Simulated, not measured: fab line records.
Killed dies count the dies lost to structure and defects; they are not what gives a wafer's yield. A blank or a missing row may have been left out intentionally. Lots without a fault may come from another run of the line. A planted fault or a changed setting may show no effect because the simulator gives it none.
Lot-split experiment || flow ritCmos || 5 lots, 23 wafers read, on a route of 202 steps

ABOUT THE SPLIT
At RIT_NSD_IMPLANT_08, the setting energyKev was moved away from the recipe's 25 on 9 of the 23 wafers read, by +4.0% to +5.2%. This setting was run at the recipe's value on the other wafers.

FROM THE SPLIT TO THE READING: what the file shows between them, 5 steps
- RIT_PSD_IMPLANT_08 (also split here: energyKev)
- RIT_PSD_STRIP_09: strips in O2, time 180 s
- RIT_SDANNEAL_CLEAN_02: cleans in SC2, time 600 s
- RIT_SDANNEAL_RTA_03: time 5 s
- RIT_SDANNEAL_RS_MEAS_04: measures by four-point-probe

THE READING
Measured at RIT_SDANNEAL_RS_MEAS_05 by four-point probe: NSD_RS, in ohm/sq. Fault-free wafers of this fab line usually give 84.54 ohm/sq, standard deviation 0.25 ohm/sq.

{"wafer": "L074.1", "tool, chamber at the split": "implanter-03, 0", "energyKev as run": 26.01, "against the recipe": "+4.0%", "NSD_RS, ohm/sq": 84.34, "against lot-mates on the recipe": -0.42}
{"wafer": "L074.2", "tool, chamber at the split": "implanter-03, 0", "energyKev as run": 25, "against the recipe": "recipe", "NSD_RS, ohm/sq": 84.63, "against lot-mates on the recipe": "-"}
{"wafer": "L074.3", "tool, chamber at the split": "implanter-03, 0", "energyKev as run": 25, "against the recipe": "recipe", "NSD_RS, ohm/sq": 84.66, "against lot-mates on the recipe": "-"}
{"wafer": "L074.5", "tool, chamber at the split": "implanter-03, 0", "energyKev as run": 25, "against the recipe": "recipe", "NSD_RS, ohm/sq": 84.98, "against lot-mates on the recipe": "-"}
{"wafer": "L074.6", "tool, chamber at the split": "implanter-03, 0", "energyKev as run": 26.01, "against the recipe": "+4.0%", "NSD_RS, ohm/sq": 84.17, "against lot-mates on the recipe": -0.59}
{"wafer": "L076.1", "tool, chamber at the split": "implanter-03, 0", "energyKev as run": 26.29, "against the recipe": "+5.2%", "NSD_RS, ohm/sq": 83.98, "against lot-mates on the recipe": -0.75}
{"wafer": "L076.2", "tool, chamber at the split": "implanter-03, 0", "energyKev as run": 26.29, "against the recipe": "+5.2%", "NSD_RS, ohm/sq": 84.16, "against lot-mates on the recipe": -0.57}
{"wafer": "L076.3", "tool, chamber at the split": "implanter-03, 0", "energyKev as run": 25, "against the recipe": "recipe", "NSD_RS, ohm/sq": 84.74, "against lot-mates on the recipe": "-"}
{"wafer": "L076.5", "tool, chamber at the split": "implanter-03, 0", "energyKev as run": 25, "against the recipe": "recipe", "NSD_RS, ohm/sq": 84.72, "against lot-mates on the recipe": "-"}
{"wafer": "L076.6", "tool, chamber at the split": "implanter-03, 0", "energyKev as run": 25, "against the recipe": "recipe", "NSD_RS, ohm/sq": 84.74, "against lot-mates on the recipe": "-"}
{"wafer": "L077.2", "tool, chamber at the split": "implanter-02, 0", "energyKev as run": 25, "against the recipe": "recipe", "NSD_RS, ohm/sq": 84.39, "against lot-mates on the recipe": "-"}
{"wafer": "L077.4", "tool, chamber at the split": "implanter-02, 0", "energyKev as run": 25, "against the recipe": "recipe", "NSD_RS, ohm/sq": 84.37, "against lot-mates on the recipe": "-"}
{"wafer": "L077.5", "tool, chamber at the split": "implanter-02, 0", "energyKev as run": 25, "against the recipe": "recipe", "NSD_RS, ohm/sq": 84.71, "against lot-mates on the recipe": "-"}
{"wafer": "L079.2", "tool, chamber at the split": "implanter-03, 0", "energyKev as run": 25, "against the recipe": "recipe", "NSD_RS, ohm/sq": 84.47, "against lot-mates on the recipe": "-"}
{"wafer": "L079.3", "tool, chamber at the split": "implanter-03, 0", "energyKev as run": 25, "against the recipe": "recipe", "NSD_RS, ohm/sq": 84.36, "against lot-mates on the recipe": "-"}
{"wafer": "L079.4", "tool, chamber at the split": "implanter-03, 0", "energyKev as run": 26.21, "against the recipe": "+4.8%", "NSD_RS, ohm/sq": 83.65, "against lot-mates on the recipe": -0.76}
{"wafer": "L079.5", "tool, chamber at the split": "implanter-03, 0", "energyKev as run": 25, "against the recipe": "recipe", "NSD_RS, ohm/sq": 84.40, "against lot-mates on the recipe": "-"}
{"wafer": "L079.6", "tool, chamber at the split": "implanter-03, 0", "energyKev as run": 26.21, "against the recipe": "+4.8%", "NSD_RS, ohm/sq": 83.88, "against lot-mates on the recipe": -0.53}
{"wafer": "L083.1", "tool, chamber at the split": "implanter-04, 0", "energyKev as run": 25, "against the recipe": "recipe", "NSD_RS, ohm/sq": 84.52, "against lot-mates on the recipe": "-"}
{"wafer": "L083.2", "tool, chamber at the split": "implanter-04, 0", "energyKev as run": 26.04, "against the recipe": "+4.2%", "NSD_RS, ohm/sq": 83.90, "against lot-mates on the recipe": -0.69}
{"wafer": "L083.3", "tool, chamber at the split": "implanter-04, 0", "energyKev as run": 26.04, "against the recipe": "+4.2%", "NSD_RS, ohm/sq": 84.06, "against lot-mates on the recipe": -0.53}
{"wafer": "L083.4", "tool, chamber at the split": "implanter-04, 0", "energyKev as run": 25, "against the recipe": "recipe", "NSD_RS, ohm/sq": 84.67, "against lot-mates on the recipe": "-"}
{"wafer": "L083.6", "tool, chamber at the split": "implanter-04, 0", "energyKev as run": 26.04, "against the recipe": "+4.2%", "NSD_RS, ohm/sq": 83.95, "against lot-mates on the recipe": -0.64}

FIT RESULTS
A straight line over all 23 wafers: NSD_RS changes by -0.131 ohm/sq for each +1% of energyKev; r = -0.85; the points scatter about the line by 0.19 ohm/sq.
The same after taking each lot's own level away (the mean of its wafers on the recipe; 23 wafers): -0.135 ohm/sq for each +1%; r = -0.94; scatter 0.11 ohm/sq.
On that fit, the largest move of energyKev shifts the reading by 0.7 ohm/sq.
The lots' own levels span 84.410 to 84.757 ohm/sq, that is 1.4 times the standard deviation above.
Consequently the slope shifts little with the lot-to-lot level, the two slopes agreeing.
Check: -0.687 ohm/sq against its lot-mates is what the line predicts for one of the wafers moved furthest among these (+5.2%) when that wafer is left out of the fit. It came out at -0.753 ohm/sq against them.

OTHER SPLITS ON THESE WAFERS
Note: prior to the reading, these wafers also went through further splits. Each is held against what the fit with the lots' levels taken away leaves over:
{"other split on the same wafers": "RIT_GATE_DEVELOP_15 developTimeS", "wafers away from the commonest value": 8, "r with NSD_RS (lot level and that fit taken away)": -0.18}
{"other split on the same wafers": "RIT_REOX_OXIDATION_03 oxTimeS", "wafers away from the commonest value": 15, "r with NSD_RS (lot level and that fit taken away)": -0.12}
{"other split on the same wafers": "RIT_NLDD_IMPLANT_08 doseCm2", "wafers away from the commonest value": 8, "r with NSD_RS (lot level and that fit taken away)": -0.07}
{"other split on the same wafers": "RIT_PLDD_DEVELOP_05 devTempC", "wafers away from the commonest value": 9, "r with NSD_RS (lot level and that fit taken away)": "+0.18"}
{"other split on the same wafers": "RIT_PSD_IMPLANT_08 energyKev", "wafers away from the commonest value": 7, "r with NSD_RS (lot level and that fit taken away)": "+0.03"}

THE WHOLE CHAIN: every reading that the file lists as answering this split, in the file's order
{"step": "RIT_NSD_IMPLANT_08", "what it does": "", "reading": "implant.rpNm (the simulator's own value, which no gauge read)", "change (the file's fit)": "+0.215 nm for each +1% of the setting", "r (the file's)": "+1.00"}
{"step": "RIT_NSD_IMPLANT_08", "what it does": "", "reading": "implant.drpNm (the simulator's own value, which no gauge read)", "change (the file's fit)": "+0.0887 nm for each +1% of the setting", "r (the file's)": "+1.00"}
{"step": "RIT_SDANNEAL_RS_MEAS_05", "what it does": "measures by four-point-probe", "reading": "NSD_RS", "change (the file's fit)": "-0.134 for each +1% of the setting", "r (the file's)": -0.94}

THE FILE'S OWN FIT
NSD_RS changes by -0.134 ohm/sq for each +1% of energyKev, r = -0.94.
